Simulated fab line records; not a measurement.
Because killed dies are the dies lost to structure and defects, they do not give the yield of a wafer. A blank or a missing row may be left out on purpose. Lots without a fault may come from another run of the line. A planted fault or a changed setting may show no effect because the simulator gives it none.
fab line records :: flow rit_cmos :: part 2 of 2: steps 35 to 43 of 43
[record]
  lots = 7
  wafers = 21
  last_day = 7
route steps=202 shown SDANNEAL@155 PSD@157 NSD@158 PLDD@159 NLDD@160 SILICIDE@161 CONTACT@168 M1@184
lots with no fault: from the same line, run without faults
start_h: the number of hours between the record's first day and the start of the first shown wafer of the lot :: wait_h: hours from the lot's prior step to this one :: " unchanged from the row above :: L1.1+2: one row covering several wafers at once :: - no value, or no start was given :: * or withheld: withheld :: < > ~ a bound
route shown NAME@n: NAME is a module with steps in the file, n the number in the route of the first one :: usual: mean and standard deviation over wafers with no fault :: same: alike in all rows :: chamber/n: place in a boat :: sites: per-site readings :: _std_site: how widely they spread, as a standard deviation :: _edge_site: the outer-site mean with the inner-site mean subtracted :: radius_mm: how far each site lies from the wafer's centre :: mask NAME#n: copy n :: behind: the last tool/chamber to shape the wafer :: hold: cause of the lot's hold/its duration in hours/its outcome :: device: whichever transistor did not switch (one of n, p or np) :: end of line: tests run on the same wafers once the route is complete :: where a step has no rows: the recipe by itself :: killed: at the first sort, the dies lost to defects and structure; wafer yield is something else :: map: dies across one wafer; x = killed, . = not, _ = none there
set.NAME: the setting that was run; set.NAME@STEP: the one run at that earlier step :: model.NAME: the simulator's own value behind a step, which no gauge read
lots at some steps of the route; a table a step, a row a wafer
services: when a tool's chamber went out of use (start_h, in hours from the record's first day, below 0 if earlier), for how many hours, and the reason
[[steps]]
[step RIT_M1_SOFTBAKE_05]
[recipe]
  resist = NOVOLAK
  temp_c = 90
  time_s = 60
[step RIT_M1_EXPOSE_06]
[recipe]
  mask_id = M12
  na = 0.6
  source_shape = conventional
  sigma_outer = 0.5
  target_cd_nm = 2600
  dose_mj = 250
[step RIT_M1_PEB_07]
[recipe]
  resist = NOVOLAK
  temp_c = withheld
  time_s = withheld
[step RIT_M1_DEVELOP_08]
[recipe]
  resist = NOVOLAK
  develop_time_s = 68
  dev_temp_c = 23
[step RIT_M1_CD_MEAS_09]
[recipe]
  target_cd_nm = 2600
[usual]
  cd_nm = 2600.5/2.1
lot.wafer: L914.2
tool: cd_sem-01
chamber: -
start_h: 75.11
wait_h: -
cd_nm: 2604.0

lot.wafer: L914.3
tool: cd_sem-01
chamber: -
start_h: 75.11
wait_h: -
cd_nm: 2601.9

lot.wafer: L914.6
tool: cd_sem-01
chamber: -
start_h: 75.11
wait_h: -
cd_nm: 2601.6

lot.wafer: L915.1
tool: cd_sem-01
chamber: -
start_h: 79.71
wait_h: -
cd_nm: 2601.8

lot.wafer: L915.2
tool: cd_sem-01
chamber: -
start_h: 79.71
wait_h: -
cd_nm: 2602.3

lot.wafer: L915.5
tool: cd_sem-01
chamber: -
start_h: 79.71
wait_h: -
cd_nm: 2602.0

lot.wafer: L921.1
tool: cd_sem-02
chamber: -
start_h: 107.50
wait_h: -
cd_nm: 2598.9

lot.wafer: L921.2
tool: cd_sem-02
chamber: -
start_h: 107.50
wait_h: -
cd_nm: 2598.7

lot.wafer: L921.4
tool: cd_sem-02
chamber: -
start_h: 107.50
wait_h: -
cd_nm: 2600.6

lot.wafer: L923.1
tool: cd_sem-01
chamber: -
start_h: 115.13
wait_h: -
cd_nm: 2597.2

lot.wafer: L923.2
tool: cd_sem-01
chamber: -
start_h: 115.13
wait_h: -
cd_nm: 2599.7

lot.wafer: L923.4
tool: cd_sem-01
chamber: -
start_h: 115.13
wait_h: -
cd_nm: 2597.3

lot.wafer: L924.1
tool: cd_sem-01
chamber: -
start_h: 120.13
wait_h: -
cd_nm: 2599.7

lot.wafer: L924.4
tool: cd_sem-01
chamber: -
start_h: 120.13
wait_h: -
cd_nm: 2599.2

lot.wafer: L924.6
tool: cd_sem-01
chamber: -
start_h: 120.13
wait_h: -
cd_nm: 2599.0

lot.wafer: L925.1
tool: cd_sem-01
chamber: -
start_h: 124.33
wait_h: -
cd_nm: 2599.8

lot.wafer: L925.2
tool: cd_sem-01
chamber: -
start_h: 124.33
wait_h: -
cd_nm: 2598.8

lot.wafer: L925.3
tool: cd_sem-01
chamber: -
start_h: 124.33
wait_h: -
cd_nm: 2603.2

lot.wafer: L932.1
tool: cd_sem-02
chamber: -
start_h: 159.01
wait_h: -
cd_nm: 2598.8

lot.wafer: L932.4
tool: cd_sem-02
chamber: -
start_h: 159.01
wait_h: -
cd_nm: 2600.6

lot.wafer: L932.5
tool: cd_sem-02
chamber: -
start_h: 159.01
wait_h: -
cd_nm: 2597.6
[step RIT_M1_OVL_MEAS_10]
[usual]
  M1_OVL = -0.1/1.4
lot.wafer: L914.2
tool: overlay-02
chamber: -
start_h: 75.22
wait_h: 0.1
M1_OVL[nm]: 1.6

lot.wafer: L914.3
tool: overlay-02
chamber: -
start_h: 75.22
wait_h: 0.1
M1_OVL[nm]: -0.1

lot.wafer: L914.6
tool: overlay-02
chamber: -
start_h: 75.22
wait_h: 0.1
M1_OVL[nm]: 0.1

lot.wafer: L915.1
tool: overlay-01
chamber: -
start_h: 79.83
wait_h: 0.1
M1_OVL[nm]: 1.0

lot.wafer: L915.2
tool: overlay-01
chamber: -
start_h: 79.83
wait_h: 0.1
M1_OVL[nm]: 1.9

lot.wafer: L915.5
tool: overlay-01
chamber: -
start_h: 79.83
wait_h: 0.1
M1_OVL[nm]: 0.2

lot.wafer: L921.1
tool: overlay-01
chamber: -
start_h: 107.62
wait_h: 0.1
M1_OVL[nm]: 2.6

lot.wafer: L921.2
tool: overlay-01
chamber: -
start_h: 107.62
wait_h: 0.1
M1_OVL[nm]: 2.6

lot.wafer: L921.4
tool: overlay-01
chamber: -
start_h: 107.62
wait_h: 0.1
M1_OVL[nm]: 2.0

lot.wafer: L923.1
tool: overlay-01
chamber: -
start_h: 115.25
wait_h: 0.1
M1_OVL[nm]: -1.3

lot.wafer: L923.2
tool: overlay-01
chamber: -
start_h: 115.25
wait_h: 0.1
M1_OVL[nm]: 1.3

lot.wafer: L923.4
tool: overlay-01
chamber: -
start_h: 115.25
wait_h: 0.1
M1_OVL[nm]: 0.2

lot.wafer: L924.1
tool: overlay-01
chamber: -
start_h: 120.25
wait_h: 0.1
M1_OVL[nm]: 2.0

lot.wafer: L924.4
tool: overlay-01
chamber: -
start_h: 120.25
wait_h: 0.1
M1_OVL[nm]: 0.9

lot.wafer: L924.6
tool: overlay-01
chamber: -
start_h: 120.25
wait_h: 0.1
M1_OVL[nm]: 1.3

lot.wafer: L925.1
tool: overlay-02
chamber: -
start_h: 124.45
wait_h: 0.1
M1_OVL[nm]: -1.5

lot.wafer: L925.2
tool: overlay-02
chamber: -
start_h: 124.45
wait_h: 0.1
M1_OVL[nm]: -2.1

lot.wafer: L925.3
tool: overlay-02
chamber: -
start_h: 124.45
wait_h: 0.1
M1_OVL[nm]: -1.8

lot.wafer: L932.1
tool: overlay-01
chamber: -
start_h: 159.13
wait_h: 0.1
M1_OVL[nm]: 0.2

lot.wafer: L932.4
tool: overlay-01
chamber: -
start_h: 159.13
wait_h: 0.1
M1_OVL[nm]: -0.6

lot.wafer: L932.5
tool: overlay-01
chamber: -
start_h: 159.13
wait_h: 0.1
M1_OVL[nm]: -1.1
[step RIT_M1_HARDBAKE_11]
[recipe]
  resist = NOVOLAK
  temp_c = 140
  time_s = 120
[step RIT_M1_METAL_ETCH_12]
[recipe]
  stop_on = SiO2
  chemistry = Cl2/BCl3
  target = Al
  time_s = 165
  over_etch_frac = 0.5
  pressure_mtorr = 100
  target_depth_a = 6000
  rf_w = 250
  Cl2_flow_sccm = 60
  bcl3_flow_sccm = 50
[step RIT_M1_PROBE_99]
[usual]
  killed_at_contacts = 0.1/0.36
  killed_at_front_end = 7/3.1
  killed_dies = 7/3.1
  killed_open = 3.6/2.1
  killed_short = 3.2/1.9
[same]
  gross_dies = 264
  killed_at_M0_to_M3 = 0
  killed_at_M4_up = 0
  killed_at_back_side = 0
  killed_at_other = 0
lot.wafer: L914.2
tool: prober-01
chamber: -
start_h: 77.80
wait_h: 0.1
killed_at_contacts: 0
killed_at_front_end: 2
killed_dies: 2
killed_open: 1
killed_short: 1
model.etest.npoly_sal.rs_ohm_sq: 4.33
model.etest.nplus_sal.rs_ohm_sq: 4.239
model.etest.ppoly_sal.rs_ohm_sq: 4.281
model.etest.pplus_sal.rs_ohm_sq: 4.282

lot.wafer: L914.3
tool: prober-01
chamber: -
start_h: 77.85
wait_h: 0.2
killed_at_contacts: 0
killed_at_front_end: 11
killed_dies: 11
killed_open: 8
killed_short: 3
model.etest.npoly_sal.rs_ohm_sq: 4.332
model.etest.nplus_sal.rs_ohm_sq: 4.26
model.etest.ppoly_sal.rs_ohm_sq: 4.279
model.etest.pplus_sal.rs_ohm_sq: 4.288

lot.wafer: L914.6
tool: prober-01
chamber: -
start_h: 78.00
wait_h: 0.2
killed_at_contacts: 0
killed_at_front_end: 7
killed_dies: 7
killed_open: 3
killed_short: 4
model.etest.npoly_sal.rs_ohm_sq: 4.309
model.etest.nplus_sal.rs_ohm_sq: 4.259
model.etest.ppoly_sal.rs_ohm_sq: 4.29
model.etest.pplus_sal.rs_ohm_sq: 4.309

lot.wafer: L915.1
tool: prober-02
chamber: -
start_h: 82.37
wait_h: 0.1
killed_at_contacts: 0
killed_at_front_end: 12
killed_dies: 12
killed_open: 6
killed_short: 6
model.etest.npoly_sal.rs_ohm_sq: 4.347
model.etest.nplus_sal.rs_ohm_sq: 4.311
model.etest.ppoly_sal.rs_ohm_sq: 4.316
model.etest.pplus_sal.rs_ohm_sq: 4.344

lot.wafer: L915.2
tool: prober-02
chamber: -
start_h: 82.42
wait_h: 0.1
killed_at_contacts: 0
killed_at_front_end: 8
killed_dies: 8
killed_open: 6
killed_short: 2
model.etest.npoly_sal.rs_ohm_sq: 4.33
model.etest.nplus_sal.rs_ohm_sq: 4.25
model.etest.ppoly_sal.rs_ohm_sq: 4.301
model.etest.pplus_sal.rs_ohm_sq: 4.299

lot.wafer: L915.5
tool: prober-02
chamber: -
start_h: 82.57
wait_h: 0.2
killed_at_contacts: 0
killed_at_front_end: 8
killed_dies: 8
killed_open: 3
killed_short: 5
model.etest.npoly_sal.rs_ohm_sq: 4.316
model.etest.nplus_sal.rs_ohm_sq: 4.264
model.etest.ppoly_sal.rs_ohm_sq: 4.297
model.etest.pplus_sal.rs_ohm_sq: 4.25

lot.wafer: L921.1
tool: prober-02
chamber: -
start_h: 110.16
wait_h: 0.1
killed_at_contacts: 0
killed_at_front_end: 4
killed_dies: 4
killed_open: 1
killed_short: 3
model.etest.npoly_sal.rs_ohm_sq: 4.333
model.etest.nplus_sal.rs_ohm_sq: 4.285
model.etest.ppoly_sal.rs_ohm_sq: 4.307
model.etest.pplus_sal.rs_ohm_sq: 4.295

lot.wafer: L921.2
tool: prober-02
chamber: -
start_h: 110.21
wait_h: 0.1
killed_at_contacts: 1
killed_at_front_end: 4
killed_dies: 5
killed_open: 2
killed_short: 3
model.etest.npoly_sal.rs_ohm_sq: 4.386
model.etest.nplus_sal.rs_ohm_sq: 4.335
model.etest.ppoly_sal.rs_ohm_sq: 4.355
model.etest.pplus_sal.rs_ohm_sq: 4.342

lot.wafer: L921.4
tool: prober-02
chamber: -
start_h: 110.31
wait_h: 0.2
killed_at_contacts: 0
killed_at_front_end: 5
killed_dies: 5
killed_open: 2
killed_short: 3
model.etest.npoly_sal.rs_ohm_sq: 4.318
model.etest.nplus_sal.rs_ohm_sq: 4.273
model.etest.ppoly_sal.rs_ohm_sq: 4.299
model.etest.pplus_sal.rs_ohm_sq: 4.287

lot.wafer: L923.1
tool: prober-02
chamber: -
start_h: 117.88
wait_h: 0.1
killed_at_contacts: 0
killed_at_front_end: 5
killed_dies: 5
killed_open: 3
killed_short: 2
model.etest.npoly_sal.rs_ohm_sq: 4.279
model.etest.nplus_sal.rs_ohm_sq: 4.258
model.etest.ppoly_sal.rs_ohm_sq: 4.214
model.etest.pplus_sal.rs_ohm_sq: 4.197

lot.wafer: L923.2
tool: prober-02
chamber: -
start_h: 117.93
wait_h: 0.1
killed_at_contacts: 0
killed_at_front_end: 6
killed_dies: 6
killed_open: 2
killed_short: 4
model.etest.npoly_sal.rs_ohm_sq: 4.338
model.etest.nplus_sal.rs_ohm_sq: 4.245
model.etest.ppoly_sal.rs_ohm_sq: 4.294
model.etest.pplus_sal.rs_ohm_sq: 4.271

lot.wafer: L923.4
tool: prober-02
chamber: -
start_h: 118.03
wait_h: 0.2
killed_at_contacts: 0
killed_at_front_end: 4
killed_dies: 4
killed_open: 4
killed_short: 0
model.etest.npoly_sal.rs_ohm_sq: 4.252
model.etest.nplus_sal.rs_ohm_sq: 4.253
model.etest.ppoly_sal.rs_ohm_sq: 4.245
model.etest.pplus_sal.rs_ohm_sq: 4.216

lot.wafer: L924.1
tool: prober-01
chamber: -
start_h: 122.80
wait_h: 0.1
killed_at_contacts: 0
killed_at_front_end: 12
killed_dies: 12
killed_open: 8
killed_short: 4
model.etest.npoly_sal.rs_ohm_sq: 4.3
model.etest.nplus_sal.rs_ohm_sq: 4.266
model.etest.ppoly_sal.rs_ohm_sq: 4.238
model.etest.pplus_sal.rs_ohm_sq: 4.269

lot.wafer: L924.4
tool: prober-01
chamber: -
start_h: 122.95
wait_h: 0.2
killed_at_contacts: 0
killed_at_front_end: 10
killed_dies: 10
killed_open: 6
killed_short: 4
model.etest.npoly_sal.rs_ohm_sq: 4.312
model.etest.nplus_sal.rs_ohm_sq: 4.265
model.etest.ppoly_sal.rs_ohm_sq: 4.261
model.etest.pplus_sal.rs_ohm_sq: 4.252

lot.wafer: L924.6
tool: prober-01
chamber: -
start_h: 123.05
wait_h: 0.2
killed_at_contacts: 1
killed_at_front_end: 4
killed_dies: 5
killed_open: 4
killed_short: 1
model.etest.npoly_sal.rs_ohm_sq: 4.336
model.etest.nplus_sal.rs_ohm_sq: 4.274
model.etest.ppoly_sal.rs_ohm_sq: 4.31
model.etest.pplus_sal.rs_ohm_sq: 4.291

lot.wafer: L925.1
tool: prober-02
chamber: -
start_h: 127.01
wait_h: 0.1
killed_at_contacts: 0
killed_at_front_end: 5
killed_dies: 5
killed_open: 1
killed_short: 4
model.etest.npoly_sal.rs_ohm_sq: 4.233
model.etest.nplus_sal.rs_ohm_sq: 4.201
model.etest.ppoly_sal.rs_ohm_sq: 4.176
model.etest.pplus_sal.rs_ohm_sq: 4.166

lot.wafer: L925.2
tool: prober-02
chamber: -
start_h: 127.06
wait_h: 0.1
killed_at_contacts: 0
killed_at_front_end: 4
killed_dies: 4
killed_open: 4
killed_short: 0
model.etest.npoly_sal.rs_ohm_sq: 4.287
model.etest.nplus_sal.rs_ohm_sq: 4.269
model.etest.ppoly_sal.rs_ohm_sq: 4.214
model.etest.pplus_sal.rs_ohm_sq: 4.258

lot.wafer: L925.3
tool: prober-02
chamber: -
start_h: 127.11
wait_h: 0.2
killed_at_contacts: 1
killed_at_front_end: 7
killed_dies: 8
killed_open: 5
killed_short: 3
model.etest.npoly_sal.rs_ohm_sq: 4.245
model.etest.nplus_sal.rs_ohm_sq: 4.246
model.etest.ppoly_sal.rs_ohm_sq: 4.198
model.etest.pplus_sal.rs_ohm_sq: 4.2

lot.wafer: L932.1
tool: prober-01
chamber: -
start_h: 161.71
wait_h: 0.1
killed_at_contacts: 0
killed_at_front_end: 5
killed_dies: 5
killed_open: 4
killed_short: 1
model.etest.npoly_sal.rs_ohm_sq: 4.338
model.etest.nplus_sal.rs_ohm_sq: 4.271
model.etest.ppoly_sal.rs_ohm_sq: 4.292
model.etest.pplus_sal.rs_ohm_sq: 4.289

lot.wafer: L932.4
tool: prober-01
chamber: -
start_h: 161.86
wait_h: 0.2
killed_at_contacts: 0
killed_at_front_end: 11
killed_dies: 11
killed_open: 3
killed_short: 8
model.etest.npoly_sal.rs_ohm_sq: 4.328
model.etest.nplus_sal.rs_ohm_sq: 4.261
model.etest.ppoly_sal.rs_ohm_sq: 4.245
model.etest.pplus_sal.rs_ohm_sq: 4.28

lot.wafer: L932.5
tool: prober-01
chamber: -
start_h: 161.91
wait_h: 0.2
killed_at_contacts: 0
killed_at_front_end: 8
killed_dies: 8
killed_open: 3
killed_short: 5
model.etest.npoly_sal.rs_ohm_sq: 4.383
model.etest.nplus_sal.rs_ohm_sq: 4.319
model.etest.ppoly_sal.rs_ohm_sq: 4.34
model.etest.pplus_sal.rs_ohm_sq: 4.323
// killed by level:class
L914.2 FOX2:geometric_particle:short=1 GATE:geometric_particle:open=1
L914.3 FOX2:geometric_particle:open=4 FOX1:geometric_particle:short=3 FOX1:geometric_particle:open=2 GATE:geometric_particle:open=1 REOX:geometric_particle:open=1
L914.6 GATE:geometric_particle:short=2 REOX:geometric_particle:short=2 SILICIDE:geometric_particle:open=2 GATE:geometric_particle:open=1
L915.1 GATE:geometric_particle:open=5 GATE:geometric_particle:short=2 SILICIDE:geometric_particle:short=2 ACTIVE:geometric_particle:short=1 FOX1:geometric_particle:open=1 REOX:geometric_particle:short=1
L915.2 SILICIDE:geometric_particle:open=3 GATE:geometric_particle:open=2 SILICIDE:geometric_particle:short=2 REOX:geometric_particle:open=1
L915.5 GATE:geometric_particle:short=4 ACTIVE:geometric_particle:open=1 FOX1:geometric_particle:short=1 FOX1:geometric_particle:open=1 FOX2:geometric_particle:open=1
L921.1 SPACER:geometric_particle:short=2 GATE:geometric_particle:short=1 GATE:geometric_particle:open=1
L921.2 FOX1:geometric_particle:short=1 FOX2:geometric_particle:open=1 FOX2:geometric_particle:short=1 GATE:geometric_particle:open=1 CONTACT:geometric_particle:short=1
L921.4 FOX1:geometric_particle:open=1 FOX2:geometric_particle:open=1 FOX2:geometric_particle:short=1 REOX:geometric_particle:short=1 SILICIDE:geometric_particle:short=1
L923.1 GATE:geometric_particle:open=2 FOX1:geometric_particle:open=1 GATE:geometric_particle:short=1 SPACER:geometric_particle:short=1
L923.2 SILICIDE:geometric_particle:short=2 FOX1:geometric_particle:short=1 REOX:geometric_particle:short=1 REOX:geometric_particle:open=1 SPACER:geometric_particle:open=1
L923.4 GATE:geometric_particle:open=1 REOX:geometric_particle:open=1 SPACER:geometric_particle:open=1 SILICIDE:geometric_particle:open=1
L924.1 FOX1:geometric_particle:open=2 FOX2:geometric_particle:open=2 REOX:geometric_particle:open=2 FOX1:geometric_particle:short=1 FOX2:geometric_particle:short=1 GATE:geometric_particle:open=1 GATE:geometric_particle:short=1 SPACER:geometric_particle:open=1
L924.4 SPACER:geometric_particle:short=3 SILICIDE:geometric_particle:open=3 GATE:geometric_particle:open=2 FOX1:geometric_particle:short=1 SPACER:geometric_particle:open=1
L924.6 FOX1:geometric_particle:open=2 SPACER:geometric_particle:open=1 SILICIDE:geometric_particle:short=1 CONTACT:geometric_particle:open=1
L925.1 FOX1:geometric_particle:open=1 FOX1:geometric_particle:short=1 FOX2:geometric_particle:short=1 REOX:geometric_particle:short=1 SILICIDE:geometric_particle:short=1
L925.2 SPACER:geometric_particle:open=2 REOX:geometric_particle:open=1 SILICIDE:geometric_particle:open=1
L925.3 GATE:geometric_particle:open=3 GATE:geometric_particle:short=2 FOX2:geometric_particle:open=1 SPACER:geometric_particle:open=1 CONTACT:geometric_particle:short=1
L932.1 FOX2:geometric_particle:open=1 FOX2:geometric_particle:short=1 GATE:geometric_particle:open=1 REOX:geometric_particle:open=1 SPACER:geometric_particle:open=1
L932.4 GATE:geometric_particle:short=3 FOX2:geometric_particle:short=2 GATE:geometric_particle:open=2 REOX:geometric_particle:short=2 SILICIDE:geometric_particle:short=1 SILICIDE:geometric_particle:open=1
L932.5 GATE:geometric_particle:short=3 FOX1:geometric_particle:open=1 GATE:geometric_particle:open=1 REOX:geometric_particle:short=1 SILICIDE:geometric_particle:short=1 SILICIDE:geometric_particle:open=1
[[services]]
tool: rie_diel-02
chamber: 3
start_h: 55.19
hours: 4.0
kind: repair

tool: rie_diel-03
chamber: -
start_h: 56.54
hours: 2.8
kind: pm

tool: rie_diel-01
chamber: 0
start_h: 81.73
hours: -
kind: clean

tool: rie_diel-01
chamber: 0
start_h: 81.73
hours: 23.5
kind: scheduled_down

tool: rie_diel-01
chamber: 0
start_h: 81.73
hours: 23.5
kind: vent_cycle

tool: rie_diel-03
chamber: 3
start_h: 82.60
hours: 8.4
kind: repair

tool: rie_diel-02
chamber: 2
start_h: 97.89
hours: -
kind: clean

tool: rie_diel-02
chamber: 2
start_h: 97.89
hours: 17.9
kind: scheduled_down

tool: rie_diel-02
chamber: 2
start_h: 97.89
hours: 17.9
kind: vent_cycle

tool: plasma_asher-02
chamber: -
start_h: 108.75
hours: 9.0
kind: pm

tool: plasma_asher-02
chamber: 0
start_h: 108.75
hours: 9.0
kind: vent_cycle

tool: plasma_asher-02
chamber: 1
start_h: 108.75
hours: 9.0
kind: vent_cycle

tool: plasma_asher-02
chamber: 0
start_h: 117.75
hours: -
kind: clean

tool: plasma_asher-02
chamber: 1
start_h: 117.75
hours: -
kind: clean

tool: rie_diel-03
chamber: 3
start_h: 124.29
hours: -
kind: clean

tool: rie_diel-03
chamber: 3
start_h: 124.29
hours: 15.5
kind: scheduled_down

tool: rie_diel-03
chamber: 3
start_h: 124.29
hours: 15.5
kind: vent_cycle

tool: rie_diel-02
chamber: 2
start_h: 137.07
hours: 15.0
kind: repair

tool: rie_diel-01
chamber: -
start_h: 140.59
hours: 1.0
kind: repair

tool: rie_diel-02
chamber: 0
start_h: 152.06
hours: -
kind: clean

tool: rie_diel-02
chamber: 0
start_h: 152.06
hours: 14.8
kind: scheduled_down

tool: rie_diel-02
chamber: 0
start_h: 152.06
hours: 14.8
kind: vent_cycle

tool: pecvd-02
chamber: -
start_h: 153.85
hours: 1.8
kind: repair
[[key]]
first_sign none at tools or gauges
[model_effect]
  step = RIT_M1_PROBE_99
  value = etest.npoly_sal.rs_ohm_sq
  without = 4.373
  struck = 4.297
met_at RIT_SILICIDE_RTA_06
struck_wafers L921.1,L921.2,L921.4,L923.1,L923.2,L923.4,L925.1,L925.2,L925.3
tester_left_out L921,L923,L925
onset_between 75.90 103.69
also_fits RIT_SDANNEAL_RTA_03:rtp_anneal-02,RIT_SILICIDE_RTA_04:rtp_anneal-01
[fault]
  kind = process_parameter_drift
  tool = rtp_anneal-02
  chamber = -
  onset_h = 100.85
  steps = RIT_SILICIDE_RTA_06
  channel = time_s
  offset = *
  shape = step
  end_h = 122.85
  acts_in = *
  stated = *
// tester_left_out: of these lots the tester's yield and bins aren't shown, on N5 and GAA mostly nor the transistor test; their killed dies are dies lost to structure and defects alone, not to doping, threshold or leakage, so they don't give the yield
